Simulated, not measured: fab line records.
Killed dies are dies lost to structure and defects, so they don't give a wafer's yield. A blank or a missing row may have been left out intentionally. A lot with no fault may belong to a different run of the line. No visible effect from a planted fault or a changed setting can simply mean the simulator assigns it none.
fab line records	flow berkeleyCmos170
record lots=14	wafers=42	lastDay=13
route steps=331 shown SPACER@174 PSD@206 M1@239 V2@306
lots untouched by any fault: they come from a run of this same line in which no faults occurred
startH: hours from the record's opening day to when the first of the lot's shown wafers began	waitH: time in hours since the lot's previous step	" the same as in the row above	L1.1+2: one row covering several wafers at once	- no value, or no start given	* or withheld: withheld	< > ~ a bound
route shown NAME@n: names a module that has steps shown in the file, with the first one's number in the route	usual: mean and standard deviation over wafers with no fault	same: alike in all rows	chamber/n: place in a boat	sites: per-site readings	_std_site: standard deviation of those values	_edge_site: the outer-site mean with the inner-site mean subtracted	radiusMm: for every site, how far away it sits from the centre of the wafer	mask NAME#n: copy n	behind: the tool/chamber that last shaped the wafer	hold: what put the lot on hold/how long, in hours/how the hold closed	device: the transistor (n, p or np) that didn't switch	end of line: tests run on the same wafers once the route is complete	a step given without rows: its recipe and nothing more	killed: dies that structure and defects cost at the first sort, which is not the same as the wafer's yield	map: a wafer's dies, x killed, . not, _ none there
set.NAME: setting as actually run; set.NAME@STEP: the setting as run at that earlier step	model.NAME: the simulator's own value behind a step, which no gauge read
route steps across a sampled set of lots; one table per step, one row per wafer
services: a tool's chamber out of use, with start hour (startH, from the record's first day; less than 0 if before it), hours out, and reason
## steps
# step UCB170_SPACER_ETCHBACK_03
# recipe stopOn=Si	target=SiO2	chemistry=CHF3/CF4/Ar	CHF3_flow_sccm=50	cf4FlowSccm=10	Ar_flow_sccm=120	pressureMtorr=200	rfW=500	targetDepthA=3760	timeS=100
# usual chamberPressureMTorr=199.99/0.19	drypumpMotorCurrentA=5.7/0.38	oesProductAu=0.897/0.018	throttleValvePct=6.47/0.1
lot.wafer	tool	chamber	startH	waitH	chamberPressureMTorr	drypumpMotorCurrentA	oesProductAu	rfHoursCounterH	throttleValvePct
L168.1	rieDiel-01	3	174.01	0.0	199.68	6.0	0.911	0	6.56
L168.4	"	2	"	"	200.11	5.2	0.901	14	6.56
L168.5	"	1	"	"	199.99	5.0	0.862	-	6.26
L169.1	rieDiel-02	0	174.01	0.0	200.16	5.5	0.891	18	6.34
L169.3	"	2	"	"	199.92	5.9	0.897	77	6.41
L169.5	"	1	"	"	200.10	5.4	0.919	-	6.51
L170.2	rieDiel-03	2	174.01	0.0	200.14	5.5	0.902	17	6.59
L170.4	"	1	"	"	199.88	5.7	0.938	7	6.47
L170.6	"	3	"	"	199.86	5.9	0.920	-	6.47
L171.2	rieDiel-01	0	189.91	0.0	200.01	5.5	0.888	96	6.42
L171.3	"	2	"	"	200.11	5.2	0.893	14	6.55
L171.6	"	0	"	"	199.89	5.5	0.900	-	6.44
L173.3	rieDiel-03	1	189.91	0.0	199.89	5.6	0.901	8	6.46
L173.4	"	0	"	"	200.15	6.3	0.887	94	6.59
L173.5	"	1	"	"	199.69	5.7	0.937	-	6.46
L172.2	rieDiel-02	0	189.93	0.0	199.77	5.6	0.898	19	6.32
L172.4	"	2	"	"	200.27	6.0	0.907	78	6.40
L172.6	"	1	"	"	200.45	5.3	0.905	-	6.52
L174.2	rieDiel-01	3	189.98	0.1	199.79	6.0	0.899	1	6.55
L174.3	"	1	"	"	199.84	5.0	0.856	5	6.26
L174.5	"	0	"	"	199.88	5.6	0.910	-	6.43
L176.2	rieDiel-02	0	211.86	0.0	199.79	5.6	0.897	20	6.33
L176.3	"	1	"	"	199.90	5.3	0.892	111	6.52
L176.5	"	3	"	"	200.23	6.1	0.906	-	6.45
L175.2	rieDiel-02	1	211.94	0.1	200.09	5.4	0.899	111	6.50
L175.3	"	3	"	"	199.82	6.1	0.909	7	6.45
L175.6	"	2	"	"	199.88	6.0	0.907	-	6.41
L181.2	rieDiel-03	2	231.87	0.0	199.74	5.5	0.890	19	6.58
L181.5	"	0	"	"	199.75	6.2	0.886	-	6.58
L181.6	"	3	"	"	200.01	5.9	0.907	-	6.46
L184.1	rieDiel-01	1	248.72	0.0	200.14	5.0	0.869	8	6.25
L184.4	"	1	"	"	199.78	5.0	0.880	-	6.26
L184.5	"	0	"	"	199.99	5.6	0.920	-	6.45
L185.2	rieDiel-03	0	248.72	0.0	200.07	6.2	0.870	97	6.56
L185.4	"	2	"	"	200.36	5.5	0.893	20	6.61
L185.6	"	0	"	"	199.57	6.2	0.880	-	6.58
L187.1	rieDiel-02	3	259.11	0.0	199.98	6.1	0.900	9	6.43
L187.5	"	2	"	"	199.79	5.9	0.895	-	6.40
L187.6	"	3	"	"	199.84	6.1	0.914	-	6.45
L188.1	rieDiel-01	0	259.11	0.0	199.68	5.6	0.898	99	6.43
L188.2	"	2	"	"	200.11	5.2	0.916	17	6.58
L188.3	"	1	"	"	199.97	5.0	0.865	8	6.27
# step UCB170_SDANNEAL_RS_MEAS_02
# recipe thkMeasGauge=four-point-probe
# usual PSD_RS=75.6/0.39
lot.wafer	tool	chamber	startH	waitH	PSD_RS[ohm/sq]
L170.2	filmMetro-04	-	180.64	0.1	75.7
L170.4	"	-	"	"	75.7
L170.6	"	-	"	"	75.4
L168.1	filmMetro-01	-	180.69	0.0	75.5
L168.4	"	-	"	"	75.1
L168.5	"	-	"	"	75.3
L169.1	filmMetro-02	-	180.85	0.0	75.6
L169.3	"	-	"	"	76.0
L169.5	"	-	"	"	75.9
L171.2	filmMetro-04	-	195.96	0.1	75.8
L171.3	"	-	"	"	75.8
L171.6	"	-	"	"	75.6
L173.3	filmMetro-02	-	196.19	0.1	75.9
L173.4	"	-	"	"	75.7
L173.5	"	-	"	"	75.9
L172.2	filmMetro-01	-	198.26	0.1	75.0
L172.4	"	-	"	"	75.0
L172.6	"	-	"	"	75.1
L174.2	filmMetro-04	-	198.79	0.1	74.9
L174.3	"	-	"	"	75.1
L174.5	"	-	"	"	74.8
L176.2	filmMetro-01	-	217.21	0.1	75.2
L176.3	"	-	"	"	75.5
L176.5	"	-	"	"	75.1
L175.2	filmMetro-02	-	218.47	0.1	76.4
L175.3	"	-	"	"	76.3
L175.6	"	-	"	"	76.5
L181.2	filmMetro-04	-	238.84	0.1	75.5
L181.5	"	-	"	"	75.3
L181.6	"	-	"	"	75.4
L185.2	filmMetro-02	-	254.53	0.1	75.9
L185.4	"	-	"	"	75.6
L185.6	"	-	"	"	75.8
L184.1	filmMetro-04	-	255.04	0.0	75.2
L184.4	"	-	"	"	75.3
L184.5	"	-	"	"	75.1
L187.1	filmMetro-04	-	264.74	0.1	75.6
L187.5	"	-	"	"	75.4
L187.6	"	-	"	"	75.5
L188.1	filmMetro-01	-	264.90	0.0	75.8
L188.2	"	-	"	"	75.7
L188.3	"	-	"	"	75.6
# step UCB170_M1_RS_MEAS_01
# recipe thkMeasGauge=four-point-probe	reads=Al_of_M1_SPUTTER_00
# usual M1_AL_RS=0.0488/0.00069
lot.wafer	tool	chamber	startH	waitH	M1_AL_RS[ohm/sq]
L170.2	filmMetro-02	-	186.56	0.1	0.0502
L170.4	"	-	"	"	0.0495
L170.6	"	-	"	"	0.0499
L168.1	filmMetro-01	-	186.80	0.0	0.0499
L168.4	"	-	"	"	0.0496
L168.5	"	-	"	"	0.0496
L169.1	filmMetro-01	-	187.92	0.0	0.0485
L169.3	"	-	"	"	0.0484
L169.5	"	-	"	"	0.0482
L171.2	filmMetro-04	-	202.92	0.1	0.0484
L171.3	"	-	"	"	0.0490
L171.6	"	-	"	"	0.0495
L173.3	filmMetro-02	-	205.34	0.1	0.0490
L173.4	"	-	"	"	0.0496
L173.5	"	-	"	"	0.0488
L172.2	filmMetro-01	-	206.45	0.1	0.0479
L172.4	"	-	"	"	0.0485
L172.6	"	-	"	"	0.0479
L174.2	filmMetro-02	-	206.64	0.1	0.0484
L174.3	"	-	"	"	0.0481
L174.5	"	-	"	"	0.0481
L176.2	filmMetro-02	-	227.23	0.1	0.0493
L176.3	"	-	"	"	0.0496
L176.5	"	-	"	"	0.0497
L175.2	filmMetro-04	-	228.99	0.1	0.0497
L175.3	"	-	"	"	0.0498
L175.6	"	-	"	"	0.0500
L181.2	filmMetro-02	-	244.99	0.1	0.0488
L181.5	"	-	"	"	0.0487
L181.6	"	-	"	"	0.0485
L184.1	filmMetro-01	-	260.82	0.0	0.0492
L184.4	"	-	"	"	0.0490
L184.5	"	-	"	"	0.0493
L185.2	filmMetro-04	-	261.32	0.1	0.0489
L185.4	"	-	"	"	0.0495
L185.6	"	-	"	"	0.0493
L187.1	filmMetro-02	-	272.08	0.0	0.0490
L187.5	"	-	"	"	0.0495
L187.6	"	-	"	"	0.0491
L188.1	filmMetro-01	-	272.25	0.0	0.0480
L188.2	"	-	"	"	0.0479
L188.3	"	-	"	"	0.0479
# step UCB170_V2_ETCH_14
# recipe chemistry=CHF3/CF4/Ar	target=SiO2	stopOn=Al	CHF3_flow_sccm=45	cf4FlowSccm=15	Ar_flow_sccm=150	pressureMtorr=200	rfW=700	targetDepthA=12500	overEtchFrac=0.25	timeS=291
# usual chamberPressureMTorr=199.99/0.18	drypumpMotorCurrentA=5.8/0.36	oesProductAu=0.868/0.013	rfFwdPowerW=698.8/2.3	throttleValvePct=6.94/0.13
lot.wafer	tool	chamber	startH	waitH	chamberPressureMTorr	drypumpMotorCurrentA	oesProductAu	rfFwdPowerW	rfHoursCounterH	throttleValvePct
L168.1	rieDiel-02	3	200.32	0.0	200.01	6.1	0.877	698.2	7	6.94
L168.4	"	2	"	"	200.00	6.0	0.867	698.0	78	6.87
L168.5	"	0	"	"	199.66	5.5	0.874	698.1	-	6.79
L169.1	rieDiel-02	0	203.07	0.0	199.99	5.5	0.864	699.0	20	6.80
L169.3	"	3	"	"	200.01	6.1	0.867	700.8	7	6.94
L169.5	"	0	"	"	199.65	5.5	0.874	697.5	-	6.80
L170.2	rieDiel-04	0	205.52	0.0	199.93	5.9	0.864	705.0	7	7.18
L170.4	"	2	"	"	200.01	5.7	0.841	698.8	21	6.88
L170.6	"	0	"	"	200.23	5.9	0.853	704.7	-	7.16
L171.2	rieDiel-03	3	214.62	0.0	200.30	5.9	0.866	699.4	11	6.94
L171.3	"	0	"	"	200.14	6.2	0.854	698.4	96	7.05
L171.6	"	0	"	"	199.90	6.2	0.855	695.2	-	7.05
L173.3	rieDiel-04	1	221.01	0.0	199.94	6.5	0.848	699.1	23	6.81
L173.4	"	3	"	"	199.94	5.3	0.877	700.9	74	6.77
L173.5	"	0	"	"	199.79	5.9	0.857	702.8	-	7.20
L172.2	rieDiel-04	3	221.85	0.0	199.84	5.3	0.877	699.4	75	6.78
L172.4	"	1	"	"	200.04	6.5	0.836	698.7	23	6.82
L172.6	"	2	"	"	200.00	5.7	0.847	697.2	-	6.88
L174.2	rieDiel-02	1	223.12	0.0	200.04	5.3	0.879	700.2	111	6.98
L174.3	"	2	"	"	200.14	5.9	0.866	697.5	79	6.87
L174.5	"	3	"	"	200.23	6.1	0.872	696.9	-	6.95
L176.2	rieDiel-04	3	242.38	0.0	199.79	5.3	0.875	698.0	75	6.78
L176.3	"	1	"	"	200.38	6.5	0.839	703.5	24	6.80
L176.5	"	2	"	"	199.50	5.7	0.852	697.6	-	6.88
L175.2	rieDiel-02	1	244.09	0.0	200.06	5.3	0.875	980.7	112	7.00
L175.3	"	2	"	"	200.05	6.0	0.869	976.7	80	6.87
L175.6	"	1	"	"	199.89	5.3	0.883	982.1	-	6.97
L181.2	rieDiel-02	1	257.02	0.0	200.05	5.3	0.886	977.2	113	6.98
L181.5	"	2	"	"	199.97	5.9	0.874	977.4	-	6.87
L181.6	"	1	"	"	199.95	5.4	0.885	974.1	-	7.01
L184.1	rieDiel-03	3	271.04	0.0	200.43	5.9	0.874	695.7	14	6.95
L184.4	"	3	"	"	200.09	5.9	0.873	698.3	-	6.95
L184.5	"	0	"	"	200.20	6.3	0.855	698.3	-	7.06
L185.2	rieDiel-03	0	272.49	0.0	199.85	6.2	0.856	697.9	99	7.07
L185.4	"	3	"	"	199.77	5.9	0.872	701.9	-	6.94
L185.6	"	0	"	"	199.96	6.2	0.855	698.0	-	7.07
L188.1	rieDiel-04	2	305.06	0.0	199.84	5.6	0.857	697.8	26	6.89
L188.2	"	0	"	"	200.27	5.9	0.865	698.0	12	7.19
L188.3	"	3	"	"	200.20	5.3	0.875	702.6	78	6.77
L187.1	rieDiel-04	2	305.61	0.0	199.89	5.7	0.848	698.7	26	6.89
L187.5	"	1	"	"	199.88	6.5	0.844	696.6	-	6.79
L187.6	"	0	"	"	200.22	5.8	0.862	702.5	-	7.20
# step UCB170_V2_STRIP_15
# recipe chemistry=O2	powerW=400	pressureMtorr=3500	platenTempC=withheld	o2FlowSccm=400	overashFraction=0.5
# usual chamberPressureMTorr=3500/3.3	drypumpMotorCurrentA=5.5/0.33	oesProductAu=0.722/0.0046	stripTimeToEndpointS=15.30/0.12
lot.wafer	tool	chamber	startH	waitH	chamberPressureMTorr	drypumpMotorCurrentA	oesProductAu	rfHoursCounterH	stripTimeToEndpointS
L168.1	plasmaAsher-04	1	200.50	0.1	3500	6.0	0.723	46	15.42
L168.4	"	0	"	"	3505	5.3	0.726	-	15.29
L168.5	"	0	"	"	3502	5.3	0.723	-	15.33
L169.1	plasmaAsher-03	0	203.25	0.1	3499	5.6	0.717	38	15.34
L169.3	"	0	"	"	3499	5.6	0.722	-	15.29
L169.5	"	1	"	"	3504	5.6	0.720	-	15.24
L170.2	plasmaAsher-03	1	205.70	0.1	3493	5.6	0.726	38	15.37
L170.4	"	0	"	"	3505	5.6	0.718	-	15.40
L170.6	"	1	"	"	3498	5.6	0.720	-	15.39
L171.2	plasmaAsher-01	1	214.80	0.1	3498	5.8	0.717	54	15.23
L171.3	"	1	"	"	3497	5.8	0.724	-	15.16
L171.6	"	0	"	"	3499	5.1	0.723	-	15.22
L173.3	plasmaAsher-04	0	221.22	0.1	3494	5.3	0.715	-	15.30
L173.4	"	1	"	"	3507	6.0	0.719	-	15.23
L173.5	"	1	"	"	3496	6.0	0.719	-	15.29
L172.2	plasmaAsher-01	1	222.03	0.1	3498	5.8	0.723	56	15.26
L172.4	"	1	"	"	3501	5.8	0.721	-	15.43
L172.6	"	1	"	"	3501	5.8	0.721	-	15.43
L174.2	plasmaAsher-03	1	223.30	0.1	3500	5.6	0.709	39	15.34
L174.3	"	1	"	"	3501	5.6	0.719	-	15.16
L174.5	"	0	"	"	3507	5.6	0.713	-	15.39
L176.2	plasmaAsher-01	1	242.56	0.1	3500	5.9	0.725	58	15.28
L176.3	"	0	"	"	3499	5.1	0.722	-	15.50
L176.5	"	0	"	"	3496	5.1	0.720	-	15.42
L175.2	plasmaAsher-01	0	244.27	0.1	3497	5.0	0.714	58	14.08
L175.3	"	1	"	"	3499	5.8	0.719	-	14.14
L175.6	"	0	"	"	3499	5.1	0.724	-	14.18
L181.2	plasmaAsher-04	1	257.20	0.1	3500	6.0	0.721	52	14.03
L181.5	"	0	"	"	3494	5.3	0.727	-	14.22
L181.6	"	1	"	"	3497	6.0	0.724	-	14.13
L184.1	plasmaAsher-01	1	271.30	0.2	3501	5.8	0.717	62	15.11
L184.4	"	0	"	"	3495	5.0	0.719	-	15.08
L184.5	"	0	"	"	3503	5.0	0.721	-	15.16
L185.2	plasmaAsher-04	0	272.76	0.2	3496	5.3	0.720	54	15.30
L185.4	"	0	"	"	3497	5.3	0.722	-	15.19
L185.6	"	0	"	"	3498	5.3	0.719	-	15.34
L188.1	plasmaAsher-03	1	305.24	0.1	3503	5.6	0.721	49	15.30
L188.2	"	0	"	"	3500	5.6	0.729	49	15.35
L188.3	"	0	"	"	3497	5.6	0.722	-	15.17
L187.1	plasmaAsher-01	0	305.79	0.1	3497	5.0	0.720	66	15.50
L187.5	"	0	"	"	3503	5.1	0.719	-	15.41
L187.6	"	1	"	"	3495	5.8	0.717	-	15.47
# step UCB170_V2_CD_MEAS_90
# recipe targetCdNm=700
# usual cdNm=699.6/1.8
lot.wafer	tool	chamber	startH	waitH	cdNm
L168.1	cdSem-01	-	200.60	0.1	701.8
L168.4	"	-	"	"	701.8
L168.5	"	-	"	"	700.4
L169.1	cdSem-01	-	203.35	0.1	699.9
L169.3	"	-	"	"	699.5
L169.5	"	-	"	"	700.0
L170.2	cdSem-02	-	205.82	0.1	698.3
L170.4	"	-	"	"	697.1
L170.6	"	-	"	"	697.3
L171.2	cdSem-01	-	214.92	0.1	698.2
L171.3	"	-	"	"	696.9
L171.6	"	-	"	"	697.6
L173.3	cdSem-02	-	221.32	0.1	699.4
L173.4	"	-	"	"	700.9
L173.5	"	-	"	"	698.4
L172.2	cdSem-02	-	222.15	0.1	701.1
L172.4	"	-	"	"	698.5
L172.6	"	-	"	"	699.0
L174.2	cdSem-02	-	223.42	0.1	700.6
L174.3	"	-	"	"	701.9
L174.5	"	-	"	"	700.3
L176.2	cdSem-01	-	242.68	0.1	700.2
L176.3	"	-	"	"	698.2
L176.5	"	-	"	"	700.0
L175.2	cdSem-02	-	244.39	0.1	707.5
L175.3	"	-	"	"	708.2
L175.6	"	-	"	"	706.2
L181.2	cdSem-01	-	257.32	0.1	706.0
L181.5	"	-	"	"	707.0
L181.6	"	-	"	"	705.5
L184.1	cdSem-02	-	271.48	0.1	701.1
L184.4	"	-	"	"	703.0
L184.5	"	-	"	"	702.8
L185.2	cdSem-02	-	272.88	0.1	700.4
L185.4	"	-	"	"	698.7
L185.6	"	-	"	"	700.9
L188.1	cdSem-01	-	305.34	0.1	698.6
L188.2	"	-	"	"	698.0
L188.3	"	-	"	"	698.9
L187.1	cdSem-01	-	305.89	0.1	697.4
L187.5	"	-	"	"	696.4
L187.6	"	-	"	"	695.5
## services
tool	chamber	startH	hours	kind
rieDiel-01	3	150.85	-	clean
rieDiel-01	3	150.85	18.0	scheduledDown
rieDiel-01	3	150.85	18.0	ventCycle
rieDiel-03	-	154.27	2.8	pm
rieDiel-04	3	163.30	7.7	repair
rieDiel-04	-	208.13	5.3	repair
plasmaAsher-03	-	214.98	1.8	repair
rieDiel-02	3	229.61	1.3	repair
rieDiel-02	2	232.89	4.4	repair
rieDiel-01	2	240.70	16.0	repair
rieDiel-04	3	249.22	3.9	repair
rieDiel-03	2	268.05	9.1	repair
rieDiel-03	1	270.37	5.6	repair
rieDiel-01	-	287.56	10.0	pm
rieDiel-03	3	293.48	8.8	repair
rieDiel-04	0	296.22	2.8	repair
## key
firstSign step=UCB170_V2_ETCH_14	reading=rfFwdPowerW	direction=up	sigmas=99+	usual=698.8	struck=978.1
effect step=UCB170_V2_STRIP_15	reading=stripTimeToEndpointS	direction=down	sigmas=9.8	usual=*	struck=*
effect step=UCB170_V2_CD_MEAS_90	reading=cdNm	direction=up	sigmas=3.9	usual=699.6	struck=706.7
metAt UCB170_V2_ETCH_14
struckLots L175,L181
loopTrim step=UCB170_M3_EXPOSE_12	setting=dose	lots=L175,L181
notActingAt UCB170_SPACER_ETCHBACK_03,UCB170_SDANNEAL_RS_MEAS_02,UCB170_M1_RS_MEAS_01
onsetBetween 223.12 244.09
fault kind=processParameterDrift	tool=rieDiel-02	chamber=-	onsetH=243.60	steps=UCB170_V2_ETCH_14	channel=rfW	offset=280	shape=step	endH=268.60	actsIn=theseRecipesOnly	stated=700
# loopTrim: a control loop set the setting to another value than it would have without faults
